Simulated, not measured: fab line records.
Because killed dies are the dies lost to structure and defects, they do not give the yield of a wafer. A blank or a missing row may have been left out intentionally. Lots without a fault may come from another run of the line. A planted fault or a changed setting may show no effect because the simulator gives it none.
What tool caused it? ; flow berkeley cmos170 ; 45 wafers from 15 lots sampled at 5 of the route's 331 steps

WHAT THE GAUGES SHOWED, per wafer
UCB170_NLDD_OVL_MEAS_07. Usual: NLDD_OVL gives 2 nm (standard deviation 6).
lot;measured;on;NLDD_OVL (nm);flag
L779;day 8 02:16;overlay-02;-6 -6 -9;
L778;day 8 02:37;overlay-01;3 0 -2;
L783;day 8 07:52;overlay-02;8 -1 1;
L780;day 8 09:05;overlay-01;10 11 9;
L777;day 8 09:13;overlay-02;-5 -3 -4;
L782;day 8 09:30;overlay-01;2 0 -3;
L785;day 9 03:04;overlay-02;1 6 0;
L788;day 9 03:10;overlay-01;6 6 5;
L789;day 9 14:46;overlay-02;-2 -2 0;
L786;day 9 15:27;overlay-02;2 2 4;
L793;day 11 02:19;overlay-01;-2 -1 -4;
L797;day 11 02:30;overlay-02;13 11 9;
L795;day 11 02:36;overlay-01;4 0 2;
L800;day 12 01:33;overlay-02;4 3 10;
L799;day 12 02:13;overlay-02;0 -7 -9;

UCB170_CONTACT_OVL_MEAS_16. Usual: CONTACT_OVL gives -2 nm (standard deviation 5.3).
lot;measured;on;CONTACT_OVL (nm);flag
L779;day 9 00:24;overlay-01;-4 -4 8;
L778;day 9 00:38;overlay-02;-3 -1 -6;
L783;day 9 03:11;overlay-02;-9 5 -6;
L780;day 9 05:15;overlay-02;-6 -4 -6;
L777;day 9 03:26;overlay-01;-2 -1 -1;
L782;day 9 04:43;overlay-01;2 4 -8;
L785;day 9 20:59;overlay-02;-9 -13 -10;
L788;day 10 02:17;overlay-02;4 -5 -1;
L789;day 10 12:30;overlay-01;3 5 -1;
L786;day 10 12:39;overlay-02;-1 2 -3;
L793;day 11 20:50;overlay-01;-7 1 -12;
L797;day 11 19:59;overlay-01;5 9 8;
L795;day 11 20:43;overlay-01;-8 -5 -4;
L800;day 12 21:09;overlay-01;3 -4 -3;
L799;day 12 20:55;overlay-02;4 -1 -7;

UCB170_M1_RS_MEAS_01: measures by four-point-probe. Usual: M1_AL_RS gives 0.0485 ohm/sq (standard deviation 0.00048).
lot;measured;on;M1_AL_RS (ohm/sq);flag
L779;day 9 01:59;film metro-04;0.0484 0.0482 0.0483;
L778;day 9 02:00;film metro-03;0.0483 0.0489 0.0488;
L783;day 9 03:52;film metro-04;0.0493 0.0489 0.0493;
L780;day 9 09:11;film metro-03;0.0487 0.0482 0.0486;
L777;day 9 04:08;film metro-03;0.0481 0.0483 0.0488;
L782;day 9 05:24;film metro-04;0.0481 0.0483 0.0481;
L785;day 9 21:40;film metro-04;0.0570 0.0575 0.0576;OFF
L788;day 10 03:08;film metro-01;0.0566 0.0571 0.0571;OFF
L789;day 10 13:11;film metro-01;0.0483 0.0483 0.0481;
L786;day 10 13:20;film metro-01;0.0566 0.0569 0.0574;OFF
L793;day 11 21:34;film metro-01;0.0480 0.0486 0.0485;
L797;day 11 20:41;film metro-03;0.0482 0.0485 0.0484;
L795;day 11 21:29;film metro-03;0.0482 0.0484 0.0488;
L800;day 12 21:51;film metro-01;0.0490 0.0495 0.0493;
L799;day 12 21:38;film metro-04;0.0482 0.0485 0.0485;

UCB170_M1_THK_MEAS_02: measures by xrf. Usual: M1_AL_THK gives 594 nm (standard deviation 7.3).
lot;measured;on;M1_AL_THK (nm);flag
L779;day 9 02:06;film metro-04;594 598 598;
L778;day 9 02:07;film metro-03;598 589 590;
L783;day 9 03:59;film metro-04;587 590 583;
L780;day 9 09:18;film metro-03;592 597 595;
L777;day 9 04:14;film metro-03;600 598 590;
L782;day 9 05:30;film metro-04;601 597 600;
L785;day 9 21:47;film metro-04;509 507 505;OFF
L788;day 10 03:15;film metro-01;507 502 504;OFF
L789;day 10 13:17;film metro-01;594 594 597;
L786;day 10 13:27;film metro-01;510 508 501;OFF
L793;day 11 21:40;film metro-01;595 591 589;
L797;day 11 20:47;film metro-03;598 596 597;
L795;day 11 21:36;film metro-03;603 596 593;
L800;day 12 21:58;film metro-01;579 576 583;
L799;day 12 21:44;film metro-04;602 593 598;

EACH LOT AND THE TOOL THAT RAN IT (in order: tool; ch and the chambers of the sampled wafers; start)
lot;UCB170_M1_SPUTTER_00
L779;pvd sputter-03, day 9 01:55
L778;pvd sputter-04, day 9 01:55
L783;pvd sputter-01, day 9 03:49
L780;pvd sputter-04, day 9 09:07
L777;pvd sputter-04, day 9 04:03
L782;pvd sputter-01, day 9 05:18
L785;pvd sputter-01, day 9 21:37
L788;pvd sputter-01, day 10 03:04
L789;pvd sputter-03, day 10 13:05
L786;pvd sputter-01, day 10 13:15
L793;pvd sputter-03, day 11 21:29
L797;pvd sputter-03, day 11 20:35
L795;pvd sputter-04, day 11 21:25
L800;pvd sputter-04, day 12 21:46
L799;pvd sputter-03, day 12 21:32
- UCB170_M1_SPUTTER_00: material Al, target thk 600 nm, time 80 s.

WHAT THE TOOLS THEMSELVES READ (means of the sampled wafers that have a number; where no wafer has one, the mark that the record gives instead)
UCB170_M1_SPUTTER_00. Usual: cathode dc power W 6000.0 W, standard deviation 1.1; throttle valve pct 30.1 %, standard deviation 0.7.
lot;tool;cathode dc power W (W);throttle valve pct (%);flag
L779;pvd sputter-03;5999.8;30.9;
L778;pvd sputter-04;6000.4;29.7;
L783;pvd sputter-01;6000.4;29.8;
L780;pvd sputter-04;5999.2;30.4;
L777;pvd sputter-04;6000.0;30.3;
L782;pvd sputter-01;6000.1;29.7;
L785;pvd sputter-01;5078.6;29.7;OFF
L788;pvd sputter-01;5078.6;29.8;OFF
L789;pvd sputter-03;6000.4;30.3;
L786;pvd sputter-01;5079.4;29.7;OFF
L793;pvd sputter-03;6000.2;30.4;
L797;pvd sputter-03;5999.0;30.3;
L795;pvd sputter-04;5999.8;30.3;
L800;pvd sputter-04;6001.5;30.4;
L799;pvd sputter-03;6000.1;30.4;

THE ANSWER, worked out from the rows above alone
Rule: take the mean of a lot's wafers that have a number; if it is more than 3 standard deviations from the usual mean, the lot is off. Also off: a lot with no number at a reading for which 4 or more lots have one. Where the step has rows for the other lots, those lots are counted as sound. After the gauges, taken in route order, come the tools' own readings; for these a lot's mean is taken, as printed above. The first step at which some lot is off is used, and at that step the reading that is off furthest; a lot without a number counts as furthest.
Off: L785, L788, L786, seen at UCB170_M1_RS_MEAS_01 (M1_AL_RS).
A tool fits if, at a process step before that reading, it ran every lot that is off, and no sound lot after the first of them. The gauges at UCB170_M1_RS_MEAS_01 aren't tried: what is off there is off at UCB170_M1_SPUTTER_00 too, on other tools, and a gauge's error can't cause that. One fits: pvd sputter-01 at UCB170_M1_SPUTTER_00. A fault onset in the window from L782 (day 9 05:18, its last sound lot) to L785 (day 9 21:37, its first lot off) fits.
On the lots that are off, the tool's own readings at UCB170_M1_SPUTTER_00 differ by more than 5 times the standard deviation of the sound lots' means, which bears it out; cathode dc power W reads 5078.9 W there versus 6000.1 W on the sound lots.

WHAT HAD BEEN PUT IN BY THE SIMULATOR
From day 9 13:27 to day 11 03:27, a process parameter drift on pvd sputter-01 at UCB170_M1_SPUTTER_00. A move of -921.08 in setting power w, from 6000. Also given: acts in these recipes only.
Shown lots that were struck: L785, L788, L786. The rule above reached the same finding.
